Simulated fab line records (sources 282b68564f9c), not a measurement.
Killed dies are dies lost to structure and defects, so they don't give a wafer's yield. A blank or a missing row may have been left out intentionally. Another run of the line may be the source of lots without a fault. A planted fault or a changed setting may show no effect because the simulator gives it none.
Matching of chambers || flow rit_cmos || RIT_GATE_ETCH_19 on rie_si-02: 4 sister chambers
The step etches poly-Si in SF6/CHF3/O2, stops on SiO2, time 165 s, target depth 312.5 nm. 8 wafers are shown with their chamber, then 7 later ones without.

== WAFERS WITH THEIR CHAMBER ==
{"wafer": "L789.3", "chamber": 2, "throttle_valve_pct (%)": 10.13, "drypump_motor_current_A (A)": 6.03}
{"wafer": "L791.5", "chamber": 2, "throttle_valve_pct (%)": 10.13, "drypump_motor_current_A (A)": 5.97}
{"wafer": "L791.6", "chamber": 3, "throttle_valve_pct (%)": 10.36, "drypump_motor_current_A (A)": 6.22}
{"wafer": "L801.2", "chamber": 1, "throttle_valve_pct (%)": 10.45, "drypump_motor_current_A (A)": 5.55}
{"wafer": "L801.3", "chamber": 0, "throttle_valve_pct (%)": 10.07, "drypump_motor_current_A (A)": 5.86}
{"wafer": "L801.4", "chamber": 3, "throttle_valve_pct (%)": 10.38, "drypump_motor_current_A (A)": 6.21}
{"wafer": "L803.1", "chamber": 1, "throttle_valve_pct (%)": 10.45, "drypump_motor_current_A (A)": 5.55}
{"wafer": "L803.4", "chamber": 0, "throttle_valve_pct (%)": 10.08, "drypump_motor_current_A (A)": 5.87}

== WAFERS WHOSE CHAMBER IS MISSING ==
{"wafer": "L803.5", "throttle_valve_pct (%)": 10.38, "drypump_motor_current_A (A)": 6.22}
{"wafer": "L805.1", "throttle_valve_pct (%)": 10.38, "drypump_motor_current_A (A)": 6.24}
{"wafer": "L805.2", "throttle_valve_pct (%)": 10.11, "drypump_motor_current_A (A)": 5.99}
{"wafer": "L805.5", "throttle_valve_pct (%)": 10.14, "drypump_motor_current_A (A)": 6.00}
{"wafer": "L807.3", "throttle_valve_pct (%)": 10.45, "drypump_motor_current_A (A)": 5.58}
{"wafer": "L807.4", "throttle_valve_pct (%)": 10.08, "drypump_motor_current_A (A)": 5.88}
{"wafer": "L807.6", "throttle_valve_pct (%)": 10.44, "drypump_motor_current_A (A)": 5.56}

== EACH ONE'S CHAMBER ==
{"wafer": "L803.5", "from the rows above": 3, "in truth": 3}
{"wafer": "L805.1", "from the rows above": 3, "in truth": 3}
{"wafer": "L805.2", "from the rows above": 2, "in truth": 2}
{"wafer": "L805.5", "from the rows above": 2, "in truth": 2}
{"wafer": "L807.3", "from the rows above": 1, "in truth": 1}
{"wafer": "L807.4", "from the rows above": 0, "in truth": 0}
{"wafer": "L807.6", "from the rows above": 1, "in truth": 1}
Correct placement for 7 of the 7. Number that these rows cannot place: 0. Number placed wrongly: 0.
How it was worked out, from the rows above alone: a wafer's distance from a chamber is the root of the sum, over the readings, of the square of ((its reading less the chamber's mean) divided by the reading's scatter). If the next closest chamber is less than 2 further off than the closest, the wafer can't be placed; otherwise it belongs to the closest. A chamber's mean is the mean of its shown wafers. The scatter: the root of (the sum of the squares of (reading less its chamber's mean) over the shown wafers, divided by (wafers less chambers)).
